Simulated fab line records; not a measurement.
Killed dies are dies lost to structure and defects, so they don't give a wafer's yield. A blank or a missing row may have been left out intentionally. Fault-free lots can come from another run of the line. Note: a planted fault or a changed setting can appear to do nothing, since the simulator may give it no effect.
Which tool was responsible?    flow rit-cmos    42 wafers from 14 lots sampled at 5 of the route's 202 steps

== WHAT EACH GAUGE READ, for each wafer ==
RIT_FOX1_THK_MEAS_01.
lot   measured     on             FOX1_OXIDE_THK (nm)
L729  day 2 05:46  film-metro-03  354 346 347
L731  day 2 14:41  film-metro-01  357 355 350
L732  day 2 21:07  film-metro-04  363 355 357
L733  day 3 00:22  film-metro-03  352 357 355
L734  day 3 05:59  film-metro-04  353 352 351
L738  day 4 03:39  film-metro-03  358 356 358
L740  day 4 13:34  film-metro-04  357 357 358
L741  day 4 19:10  film-metro-01  350 348 346
L742  day 4 22:37  film-metro-04  339 338 339
L744  day 5 08:10  film-metro-01  349 348 348
L745  day 5 13:38  film-metro-01  348 350 352
L746  day 5 19:22  film-metro-03  352 347 342
L748  day 6 03:43  film-metro-01  350 358 360
L750  day 6 15:56  film-metro-03  352 347 349

RIT_NRETRO_TW_MEAS_10.
lot   measured     on             NRETRO_TW
L729  day 2 21:37  film-metro-03  1055 1061 1059
L731  day 3 05:04  film-metro-02  1044 1043 1042
L732  day 3 12:44  film-metro-03  1063 1058 1062
L733  day 3 16:07  film-metro-04  1053 1057 1055
L734  day 3 19:25  film-metro-04  1049 1058 1057
L738  day 4 19:38  film-metro-03  980 981 983 980 982 982
L740  day 5 05:33  film-metro-03  967 968 974 972 973 973
L741  day 5 09:28  film-metro-04  1062 1064 1063
L742  day 5 12:07  film-metro-04  1053 1056 1057
L744  day 6 00:02  film-metro-02  1055 1049 1056
L745  day 6 03:53  film-metro-03  1059 1057 1059
L746  day 6 09:08  film-metro-04  1056 1053 1057
L748  day 6 17:28  film-metro-02  1057 1059 1049
L750  day 7 05:42  film-metro-03  1062 1056 1066

RIT_M1_CD_MEAS_09: the cd target is 2600 nm.
lot   measured     on         cd-nm (nm)
L729  day 4 03:44  cd-sem-01  2600.3 2599.2 2596.8
L731  day 4 07:52  cd-sem-01  2604.0 2603.1 2601.3
L732  day 4 16:55  cd-sem-01  2603.5 2603.2 2601.0
L733  day 4 20:39  cd-sem-02  2601.2 2602.9 2602.2
L734  day 5 00:14  cd-sem-02  2599.8 2600.1 2599.1
L738  day 5 23:29  cd-sem-01  2603.1 2603.7 2602.5
L740  day 6 23:20  cd-sem-01  2603.4 2603.9 2603.2
L741  day 6 16:04  cd-sem-02  2600.0 2599.8 2600.0
L742  day 6 15:28  cd-sem-01  2601.1 2601.4 2600.7
L744  day 7 04:57  cd-sem-02  2599.0 2598.3 2597.6
L745  day 7 06:13  cd-sem-02  2599.2 2600.0 2601.7
L746  day 7 12:04  cd-sem-01  2600.2 2597.9 2598.8
L748  day 7 18:56  cd-sem-02  2602.6 2604.1 2601.7
L750  day 8 06:53  cd-sem-02  2601.1 2598.3 2599.0

RIT_M1_OVL_MEAS_10.
lot   measured     on          M1_OVL (nm)
L729  day 4 03:52  overlay-01  1.7 1.5 2.2
L731  day 4 07:58  overlay-02  1.2 0.3 1.3
L732  day 4 17:02  overlay-02  -1.7 -1.9 -1.8
L733  day 4 20:46  overlay-02  1.0 4.7 1.8
L734  day 5 00:19  overlay-02  -0.1 -0.1 -1.2
L738  day 5 23:37  overlay-02  -0.9 2.3 3.8
L740  day 6 23:26  overlay-02  1.2 3.3 1.9
L741  day 6 16:11  overlay-01  -0.8 -0.6 0.5
L742  day 6 15:35  overlay-01  0.8 2.4 1.6
L744  day 7 05:04  overlay-01  2.5 1.8 1.4
L745  day 7 06:20  overlay-02  -0.5 1.1 1.1
L746  day 7 12:11  overlay-01  1.2 0.0 1.4
L748  day 7 19:03  overlay-01  3.3 -1.8 -0.6
L750  day 8 07:00  overlay-02  2.3 1.0 2.5

== WHAT TOOL EACH LOT RAN ON (gives the tool, then ch and the chambers of the sampled wafers, and finally the start) ==
lot   RIT_NRETRO_IMPLANT_08
L729  implanter-04 ch 0, day 2 21:17
L731  implanter-01 ch 0, day 3 04:46
L732  implanter-01 ch 0, day 3 12:25
L733  implanter-04 ch 0, day 3 15:47
L734  implanter-04 ch 0, day 3 19:08
L738  implanter-04 ch 0, day 4 19:15
L740  implanter-04 ch 0, day 5 05:14
L741  implanter-01 ch 0, day 5 09:08
L742  implanter-03 ch 0, day 5 11:48
L744  implanter-03 ch 0, day 5 23:43
L745  implanter-03 ch 0, day 6 03:34
L746  implanter-01 ch 0, day 6 08:49
L748  implanter-03 ch 0, day 6 17:08
L750  implanter-01 ch 0, day 7 05:23
- RIT_NRETRO_IMPLANT_08

== AS READ BY THE TOOLS THEMSELVES (means over the sampled wafers that have a number; for cases with no such wafer, the mark the record gives instead) ==
RIT_NRETRO_IMPLANT_08.
lot   tool          beam-energy-keV  dose-ions-cm2  faraday-current-uA
L729  implanter-04  70.018           9.997e+12      31.9
L731  implanter-01  70.011           9.998e+12      32.3
L732  implanter-01  70.001           9.986e+12      31.7
L733  implanter-04  70.005           9.999e+12      31.5
L734  implanter-04  70.016           9.991e+12      31.6
L738  implanter-04  70.001           7.805e+12      24.5
L740  implanter-04  70.011           7.791e+12      24.8
L741  implanter-01  69.991           1.001e+13      31.7
L742  implanter-03  70.022           1.000e+13      31.7
L744  implanter-03  69.989           1.000e+13      31.3
L745  implanter-03  70.024           9.996e+12      32.4
L746  implanter-01  69.972           9.994e+12      31.5
L748  implanter-03  70.013           1.000e+13      31.9
L750  implanter-01  69.992           9.998e+12      31.9

== THE ANSWER, worked out from the rows above alone ==
Rule: the usual values come from the lots themselves. Put in order of their means at a reading, lots are off if they are a third of the lots or fewer, leave a main group of 4 or more, and stand apart from it by a gap of 3 or more times the standard deviation of the main group's means; of several such gaps the widest counts. A main group is skipped when, at the precision printed for the reading in the tables above, its means are all equal. Also off: a lot with no number at a reading for which 4 or more lots have one. The other lots that the step has rows for count as sound. Order of review: gauges by route order, followed by the tools' own readings, for which a lot's mean as printed above is used. At the first step where some lot is off, the reading lying furthest off is the one used; lots without a number count as furthest.
Off: L738, L740, seen at RIT_NRETRO_TW_MEAS_10 (NRETRO_TW). For the main group the mean is 1056 and the standard deviation 4.9.
If a tool, at a process step before that reading, ran all the lots that are off and no sound lot after the first of them, it fits. The gauges at RIT_NRETRO_TW_MEAS_10 aren't tried: what is off there is off at RIT_NRETRO_IMPLANT_08 too, on other tools, and a gauge's error can't cause that. One fits: RIT_NRETRO_IMPLANT_08 on implanter-04. Its last sound lot is L734 (day 3 19:08), its first lot that is off L738 (day 4 19:15): a fault that began between those two fits.
The tool's own readings at RIT_NRETRO_IMPLANT_08 bear it out: on the lots that are off they differ by more than 5 times the standard deviation of the sound lots' means. dose-ions-cm2 reads 7.798e+12 there against 9.997e+12 on the sound lots; faraday-current-uA reads 24.6 there against 31.8 on the sound lots.

== WHAT WAS PUT IN BY THE SIMULATOR ==
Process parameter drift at RIT_NRETRO_IMPLANT_08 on implanter-04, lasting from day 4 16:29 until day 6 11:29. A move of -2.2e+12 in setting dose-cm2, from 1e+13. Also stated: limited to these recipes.
Shown lots that were struck: L738, L740. The rule above found the same.
